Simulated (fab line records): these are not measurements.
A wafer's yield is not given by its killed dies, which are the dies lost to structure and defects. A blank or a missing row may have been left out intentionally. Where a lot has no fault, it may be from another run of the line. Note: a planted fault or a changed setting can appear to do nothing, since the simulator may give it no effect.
What tool caused it? ; flow berkeley cmos170 ; 15 lots, 45 wafers sampled, at 2 steps of a route of 331

== WHAT EACH GAUGE READ, for each wafer ==
UCB170_V1_THK_MEAS_04.
lot;measured;on;V1_POLISHED_THK (nm)
L159;day 8 00:02;film metro-01;1001.3 1001.7 1000.7
L158;day 8 14:00;film metro-04;1001.3 1000.6 999.5
L160;day 8 15:19;film metro-02;1001.7 1000.5 998.6
L161;day 8 16:39;film metro-01;997.5 998.6 999.5
L162;day 9 13:29;film metro-02;999.7 1001.1 999.3
L164;day 10 04:15;film metro-04;998.9 1001.5 1000.5
L163;day 10 05:35;film metro-04;1000.3 1000.0 1000.7
L166;day 10 08:16;film metro-01;1986.6 1989.5 2029.6
L170;day 11 09:48;film metro-02;1980.2 2030.3 2000.1
L169;day 11 11:07;film metro-01;2005.1 2006.3 2030.9
L174;day 12 05:46;film metro-04;1001.0 998.7 999.3
L175;day 12 18:32;film metro-04;1002.5 1001.0 1003.4
L178;day 12 19:53;film metro-01;999.1 1000.2 998.0
L176;day 12 19:52;film metro-04;1000.5 1001.6 1000.0
L181;day 13 17:38;film metro-02;1000.3 997.3 1001.3

== WHICH TOOL RAN EACH LOT (tool, then ch and the chambers of the sampled wafers, then the start) ==
lot;UCB170_V1_CMP_02
L159;cmp-01 ch 2,3, day 7 23:35
L158;cmp-01 ch 0,1, day 8 13:34
L160;cmp-02 ch 0,2,3, day 8 14:53
L161;cmp-01 ch 0,1, day 8 16:14
L162;cmp-01 ch 0,1,2, day 9 13:04
L164;cmp-02 ch 0,2,3, day 10 03:50
L163;cmp-01 ch 0,2,3, day 10 05:10
L166;cmp-01 ch 0,3, day 10 07:50
L170;cmp-02 ch 1,2,3, day 11 09:28
L169;cmp-01 ch 0,2,3, day 11 10:44
L174;cmp-02 ch 0,1,2, day 12 05:20
L175;cmp-01 ch 1,2, day 12 18:07
L178;cmp-02 ch 0,3, day 12 19:27
L176;cmp-01 ch 0,1,2, day 12 19:30
L181;cmp-01 ch 0,3, day 13 17:13
- UCB170_V1_CMP_02: polishes SiO2.

== AS READ BY THE TOOLS THEMSELVES (means over the sampled wafers that have a number; for cases with no such wafer, the mark the record gives instead) ==
UCB170_V1_CMP_02.
lot;tool;edge zone pressure frac;head pressure psi (psi);motor current A (A);slurry filter dp kPa (kPa)
L159;cmp-01;1.000;6.001;15.2;13.71
L158;cmp-01;1.002;5.993;16.2;13.60
L160;cmp-02;1.002;5.994;17.3;13.52
L161;cmp-01;0.999;5.996;16.3;13.45
L162;cmp-01;1.000;6.006;15.0;13.49
L164;cmp-02;1.000;5.994;17.6;13.51
L163;cmp-01;0.997;6.008;15.9;13.49
L166;cmp-01;-;-;-;-
L170;cmp-02;-;-;-;-
L169;cmp-01;-;-;-;-
L174;cmp-02;0.998;6.009;18.1;13.60
L175;cmp-01;0.999;6.008;14.5;13.49
L178;cmp-02;1.005;6.007;16.3;13.53
L176;cmp-01;0.997;6.016;15.2;13.55
L181;cmp-01;0.994;6.016;16.3;13.51

== THE ANSWER, worked out from the rows above alone ==
Rule: what is usual is taken from the lots themselves. The widest of any qualifying gaps counts: lots, ordered by their means at a reading, are off when they make up no more than a third of the lots, leave a main group of 4 or more, and stand apart from it by 3 or more times the standard deviation of that group's means. Not used: any main group whose means are identical at the precision the tables above print for the reading. A lot without any number at a reading at which 4 lots or more have one is off too. The other lots that the step has rows for count as sound. Order of review: gauges by route order, followed by the tools' own readings, for which a lot's mean as printed above is used. At the first step where some lot is off, the reading lying furthest off is the one used; lots without a number count as furthest.
Off: at UCB170_V1_THK_MEAS_04 (V1_POLISHED_THK), L166, L170, L169. Mean 1000.2 nm and standard deviation 0.93 in the main group.
A tool fits if, at a process step before that reading, it ran every lot that is off, and no sound lot after the first of them. The gauges at UCB170_V1_THK_MEAS_04 aren't tried: what is off there is off at UCB170_V1_CMP_02 too, on other tools, and a gauge's error can't cause that. No candidate that was tried fits.

== WHAT THE SIMULATOR HAD PUT IN ==
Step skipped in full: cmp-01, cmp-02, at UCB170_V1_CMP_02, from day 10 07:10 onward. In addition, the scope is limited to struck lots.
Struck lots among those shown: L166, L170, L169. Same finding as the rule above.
